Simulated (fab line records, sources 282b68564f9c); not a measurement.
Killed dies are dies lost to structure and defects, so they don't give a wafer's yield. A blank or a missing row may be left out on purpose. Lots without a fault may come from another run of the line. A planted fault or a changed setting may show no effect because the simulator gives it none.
Problem report in the 8D (eight disciplines) form, filled by code | flow rit_cmos | the parts of the form that need people (team, actions taken, sign-off) are left out

1. THE PROBLEM
PLDD_OVL at RIT_PLDD_OVL_MEAS_06 reads a mean of -149.0 nm on 12 wafers of 4 lots; wafers without a fault read 0.4 nm with a standard deviation of 1.6. That is -93 standard deviations from the usual mean.
First seen on wafer L575.1, day 4 12:57, on overlay-01. The record holds 48 wafers of 16 lots with a number at this step. Rule for "out", or "out of limits": more than 4 standard deviations from the usual mean. The other wafers with a number count as sound.

2. WHAT IT IS AND WHAT IT IS NOT
question                    | is                     | is not
which readings at this step | PLDD_OVL               | -
which lots                  | L575, L576, L577, L578 | L567, L568, L569, L570, L571, L572, L573, L574, L581, L584, L586, L588
which wafers of those lots  | all that have a number | -
read on which gauges        | overlay-01, overlay-02 | -
when                        | from day 4 12:57       | up to then (24 sound wafers); but 12 sound wafers of L581, L584, L586, L588 came after

3. SUSPECTS, AND WHAT RULES EACH OUT
Counting: a tool at a process step up to the reading stays a suspect if it ran every lot that is out and no sound lot after the first of them.
- the gauge at RIT_PLDD_OVL_MEAS_06: ruled out. The wafers that are out were read on 2 gauges (overlay-01, overlay-02).
- iline_stepper-02 at RIT_PLDD_EXPOSE_03 (exposes mask M8, target cd 40900 nm): kept. It ran every lot that is out, first L575 (day 4 12:33), and no sound lot after that; its last sound lot up to then is L573 (day 4 03:14).
Left after counting: iline_stepper-02 at RIT_PLDD_EXPOSE_03.

4. THE CAUSE (what the simulator had put in)
Scanner matching overlay: iline_stepper-02, from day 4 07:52 on, at RIT_PLDD_EXPOSE_03. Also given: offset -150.
Counting left only this tool.

5. THE CHAIN OF EFFECTS, in route order
Each row: a reading whose mean over the struck wafers that have a number lies more than 3 standard deviations from the usual. Only readings for which the record gives a usual standard deviation are gone through. hours: the time from each lot's start at the first step in this table that gives one to its start at this step, as a median over the lots. sigmas: the change in usual standard deviations.
hours | step                 | reading  | usual  | on struck wafers | change | sigmas
0     | RIT_PLDD_OVL_MEAS_06 | PLDD_OVL | 0.4 nm | -149.0           | -149.4 | -93

6. WHAT WOULD HAVE CAUGHT IT SOONER
In this record the first reading out of limits at a measuring or inspecting step was taken at day 4 12:57, 5 hours after the fault began at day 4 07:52.
Of the lots that are out (4), L576, L577, L578 began RIT_PLDD_EXPOSE_03 on iline_stepper-02 after day 4 12:57. A hold on the tool at that time would have spared those 3.
